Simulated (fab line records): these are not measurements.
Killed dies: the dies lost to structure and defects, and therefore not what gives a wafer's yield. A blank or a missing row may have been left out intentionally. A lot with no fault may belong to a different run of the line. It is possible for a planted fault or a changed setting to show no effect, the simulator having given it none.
A struck lot beside a sound one | flow berkeley cmos170 | 6 out of 331 route steps
Sound: these wafers, L528.1, L528.3, L528.6. Wafers L539.1, L539.2, L539.4 were the ones struck. Last of all comes the cause.
Per side, at each step with rows, come the tool, then ch with its chambers, and then its first start. Under that, the readings that differ: sound wafers | struck wafers | difference of the means | sigmas: that difference in standard deviations of wafers without a fault.
alike: readings with means less than 2 such deviations apart, plus words and numbers identical on both sides. not compared: withheld readings, readings lacking a value on some wafer, bounds such as >300 that could conceal the same value, and numbers that have no deviation in the record and whose values overlap.
A row with sigmas, a row that says differs or no value, or rows on one side alone: a step with any of these is where the two part. When numbers do not overlap yet have no deviation, they are printed without sigmas and do not part them. Lack of a reading on every wafer of one side parts them only where that side has two or more wafers.

UCB170_START_BOW_MEAS_00:
  struck on film metro-04, day 3 22:00; sound on film metro-04, day 1 15:00
  alike: INCOMING_BOW
then, 2 steps without rows for these wafers: UCB170_START_CLEAN_01 (cleans in dHF, time 60 s); UCB170_START_OXIDATION_02 (target thk 20 nm, ox time 1800 s).
UCB170_START_THK_MEAS_03:
  struck on film metro-04, day 4 02:07; sound on film metro-01, day 1 17:44
  reading              | sound          | struck         | difference | sigmas
  START_OXIDE_THK (nm) | 19.7 19.5 19.7 | 24.2 24.2 24.1 | +4.5       | +13
then, 2 steps without rows for these wafers: UCB170_START_ANNEAL_04 (time 1200 s); UCB170_M3_PROBE_99.

## WHERE THEY PART
Only at UCB170_START_THK_MEAS_03, as far as this record shows.

WHY: what the simulator had put in
Metrology matching offset: film metro-04, from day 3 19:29 on, at UCB170_START_THK_MEAS_03. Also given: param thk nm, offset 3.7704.
